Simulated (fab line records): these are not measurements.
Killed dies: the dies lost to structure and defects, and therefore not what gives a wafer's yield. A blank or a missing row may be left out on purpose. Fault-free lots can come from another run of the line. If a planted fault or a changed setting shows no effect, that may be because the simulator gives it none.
Tool commonality check | flow berkeleyCmos170 | Sample size 14 lots and 48 wafers

## WHAT PROMPTED THE OPENING
Of 14 lots, 2 have the reading SPACER_TEOS_THK flagged at UCB170_SPACER_THK_MEAS_01. No-fault wafers: 378 nm, standard deviation 5.5.
Rule: a lot is flagged when every wafer of it that has a number lies more than 4 standard deviations from that mean, or none has a number. The other lots count as sound.

lot  | measured     | on           | SPACER_TEOS_THK (nm), wafer by wafer | flag
L706 | day 7 02:23  | filmMetro-04 | 381 380 380                          | 
L709 | day 7 18:11  | filmMetro-04 | 385 381 379                          | 
L710 | day 7 18:30  | filmMetro-02 | 375 374 380                          | 
L711 | day 8 16:46  | filmMetro-02 | 381 376 384                          | 
L712 | day 8 22:14  | filmMetro-02 | 373 381 385                          | 
L714 | day 8 22:36  | filmMetro-02 | 371 379 375                          | 
L713 | day 8 22:58  | filmMetro-04 | 370 381 385                          | 
L715 | day 9 14:26  | filmMetro-04 | 370 374 378                          | 
L717 | day 9 14:37  | filmMetro-01 | 378 376 377                          | 
L719 | day 10 07:42 | filmMetro-04 | 372 382 379                          | 
L720 | day 10 07:51 | filmMetro-02 | 372 370 377                          | 
L726 | day 11 13:28 | filmMetro-04 | 456 456 460 456 456 460              | FLAGGED
L728 | day 12 04:20 | filmMetro-01 | 451 448 460 450 448 460              | FLAGGED
L727 | day 12 05:29 | filmMetro-01 | 378 377 375                          | 
Average over the flagged lots: 455 nm; offset from the usual +77 nm, equal to +14 standard deviations.

## LOT BY LOT: THE TOOL USED
The record keeps 1 process step preceding the reading, out of 331 steps on the route. Cell contents, in order: the tool; ch with the chambers the sampled wafers went through; the start.
lot  | flag    | UCB170_SPACER_CVD_00
L706 |         | pecvd-03 ch 0,1,2, day 7 02:20
L709 |         | pecvd-02 ch 0,1,2, day 7 18:09
L710 |         | pecvd-03 ch 0,2, day 7 18:26
L711 |         | pecvd-04 ch 0,1, day 8 16:44
L712 |         | pecvd-02 ch 1,2, day 8 22:12
L714 |         | pecvd-03 ch 1,2, day 8 22:34
L713 |         | pecvd-04 ch 0,1,2, day 8 22:55
L715 |         | pecvd-03 ch 1,2, day 9 14:23
L717 |         | pecvd-02 ch 0,1,2, day 9 14:34
L719 |         | pecvd-04 ch 0,2, day 10 07:38
L720 |         | pecvd-03 ch 1,2, day 10 07:49
L726 | FLAGGED | pecvd-03 ch 1,2, day 11 13:25
L728 | FLAGGED | pecvd-03 ch 0,2, day 12 04:17
L727 |         | pecvd-02 ch 0,1,2, day 12 05:25
What the steps here do:
- UCB170_SPACER_CVD_00: deposits SiO2 from TEOS/O2, target thk 376 nm, time 47 s.
- UCB170_SPACER_THK_MEAS_01

## FLAGGED AGAINST TOTAL, ONE TOOL AT A TIME (gauges that did the reading follow at the end)
step                      | tool         | lots run | flagged | share of the flagged lots | sound lots run after its first flagged lot
UCB170_SPACER_CVD_00      | pecvd-02     | 4        | 0       | none                      | -
UCB170_SPACER_CVD_00      | pecvd-03     | 7        | 2       | all                       | 0
UCB170_SPACER_CVD_00      | pecvd-04     | 3        | 0       | none                      | -
UCB170_SPACER_THK_MEAS_01 | filmMetro-01 | 3        | 1       | some                      | 1 (L727)
UCB170_SPACER_THK_MEAS_01 | filmMetro-02 | 5        | 0       | none                      | -
UCB170_SPACER_THK_MEAS_01 | filmMetro-04 | 6        | 1       | some                      | 0

## WHAT THE TABLE PERMITS
In the table, 1 row covers all flagged lots: pecvd-03 at UCB170_SPACER_CVD_00.
- pecvd-03 at UCB170_SPACER_CVD_00: 2 of its 7 lots flagged. Last sound lot L720 at day 10 07:49, first flagged lot L726 at day 11 13:25; a fault beginning in between fits.
Just one tool remains: pecvd-03 at UCB170_SPACER_CVD_00.

## WHAT HAD BEEN PUT IN BY THE SIMULATOR
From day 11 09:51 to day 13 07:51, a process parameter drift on pecvd-03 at UCB170_SPACER_CVD_00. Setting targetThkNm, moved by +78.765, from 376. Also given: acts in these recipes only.
Shown lots that were struck: L726, L728. The same result came from the rule above.
